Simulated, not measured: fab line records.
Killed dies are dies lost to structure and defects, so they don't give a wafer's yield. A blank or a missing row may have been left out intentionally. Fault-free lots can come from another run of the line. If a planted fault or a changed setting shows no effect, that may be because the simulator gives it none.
Struck lot and sound lot, side by side :: flow rit_cmos :: 20 out of 202 route steps
Sound: wafers L571.1, L571.3, L571.6. Wafers L579.1, L579.5, L579.6 were the ones struck. The cause comes at the end.
Order at every step that has rows: each side's tool, ch and its chambers, its first start. Under that, the readings that differ: sound wafers :: struck wafers :: difference of the means :: sigmas: that difference in standard deviations of wafers without a fault.
alike: a reading whose means differ by less than 2 such deviations, as well as words and numbers matching on both sides. not compared: withheld readings; readings where some wafer has no value; bounds like >300 that might hide an equal value; numbers whose values overlap and for which the record gives no deviation.
A row with sigmas, a row that says differs or no value, or rows on one side alone: a step with any of these is where the two part. When numbers do not overlap yet have no deviation, they are printed without sigmas and do not part them. Lack of a reading on every wafer of one side parts them only where that side has two or more wafers.

first, 2 steps without rows for these wafers: RIT_NWELL_HARDBAKE_07 (time 120 s); RIT_NWELL_IMPLANT_08.
RIT_NWELL_STRIP_09: strips in O2, time 180 s.
  sound on plasma_asher-02 ch 0,1, day 3 07:24; struck on plasma_asher-01 ch 0,1, day 4 23:30
  alike: drypump_motor_current_A, o2_flow_sccm
  not compared: rf_hours_counter_h
RIT_NWELL_TW_MEAS_10:
  struck on film_metro-02, day 4 23:40; sound on film_metro-01, day 3 07:34
  alike: NWELL_TW
then, 6 steps without rows for these wafers: RIT_PWELL_HMDS_00 (prime time 60 s); RIT_PWELL_COAT_01 (resist thk 1300 nm); RIT_PWELL_SOFTBAKE_02 (time 60 s); RIT_PWELL_EXPOSE_03 (exposes mask M3, target cd 43700 nm); RIT_PWELL_PEB_04; RIT_PWELL_DEVELOP_05 (develop time 68 s).
RIT_PWELL_OVL_MEAS_06:
  struck on overlay-02, day 5 00:50; sound on overlay-02, day 3 08:38
  alike: PWELL_OVL
then, 1 step without rows for these wafers: RIT_PWELL_HARDBAKE_07 (time 120 s).
RIT_PWELL_IMPLANT_08:
  sound on implanter-04 ch 0, day 3 08:55; struck on implanter-04 ch 0, day 5 01:08
reading: dose_ions_cm2
sound: 6.995e+13 7.011e+13 7.011e+13
struck: 9.1e+13 9.095e+13 9.095e+13
difference: +2.1e+13
sigmas: +99 or more

reading: faraday_current_uA
sound: 215 228 221
struck: 291 298 290
difference: +72
sigmas: +17
  alike: beam_energy_keV
RIT_PWELL_STRIP_09: strips in O2, time 180 s.
  sound on plasma_asher-01 ch 0,1, day 3 09:04; struck on plasma_asher-01 ch 0,1, day 5 01:17
  alike: drypump_motor_current_A, o2_flow_sccm
  not compared: rf_hours_counter_h
RIT_PWELL_TW_MEAS_10:
  struck on film_metro-03, day 5 01:28; sound on film_metro-02, day 3 09:15
reading: PWELL_TW
sound: 954 949 953
struck: 1030 1033 1034
difference: +80
sigmas: +8
then, 1 step without rows for these wafers: RIT_WELLDRIVE_ANNEAL_00 (time 14700 s).
RIT_WELLDRIVE_RS_MEAS_01: uses a four-point probe to measure.
  struck on film_metro-03, day 5 06:36; sound on film_metro-01, day 3 15:29
  alike: NWELL_RS
RIT_WELLDRIVE_RS_MEAS_02: uses a four-point probe to measure.
  struck on film_metro-03, day 5 06:43; sound on film_metro-01, day 3 15:37
reading: PWELL_RS (ohm/sq)
sound: 431.3 431.3 431.1
struck: 366.0 365.2 366.2
difference: -65.4
sigmas: -59
then, 1 step without rows for these wafers: RIT_NRETRO_HMDS_00 (prime time 60 s).
RIT_M1_PROBE_99:
  struck on prober-01, day 6 13:48; sound on prober-01, day 4 20:41
reading: model.etest.nmos_0p3.r_on_ohm_um
sound: 2124 2096 2106
struck: 2331 2381 2343
difference: +243
sigmas: 

reading: model.etest.nmos_0p15.r_on_ohm_um
sound: 1106 1091 1086
struck: 1214 1221 1218
difference: +123
sigmas: 

reading: model.etest.pwell_pinched.rs_ohm_sq
sound: 455.7 452.2 458.3
struck: 391.5 385.6 384.6
difference: -68.2
sigmas: 

reading: model.etest.pwell.rs_ohm_sq
sound: 411.5 408.4 411.4
struck: 353.2 349.3 348.9
difference: -60.0
sigmas: 

reading: model.etest.nmos_turned.drive_ua_um
sound: 326.9 335.2 340.1
struck: 270.6 266.1 263.9
difference: -67.2
sigmas: 

reading: model.etest.nmos_0p15.drive_ua_um
sound: 491.1 496.8 494.7
struck: 411.4 402.4 404.5
difference: -88.1
sigmas: 

reading: model.etest.nmos_narrow.drive_ua_um
sound: 238.3 244.1 239.9
struck: 201.5 195.3 202.3
difference: -41.1
sigmas: 

reading: model.etest.nmos_0p3.drive_ua_um
sound: 234.2 234.9 230.9
struck: 197.6 188.2 196.9
difference: -39.1
sigmas: 
  alike: killed_at_contacts, killed_at_front_end, killed_dies, killed_open, killed_short

WHERE THEY PART
Last at RIT_WELLDRIVE_RS_MEAS_02 as far as this record goes, first at RIT_PWELL_IMPLANT_08. Later steps at which nothing parts them and some readings are alike: RIT_M1_PROBE_99.

WHY: whatever the simulator had introduced
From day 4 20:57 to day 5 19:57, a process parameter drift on implanter-04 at RIT_PWELL_IMPLANT_08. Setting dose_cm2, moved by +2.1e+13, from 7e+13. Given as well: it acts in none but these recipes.
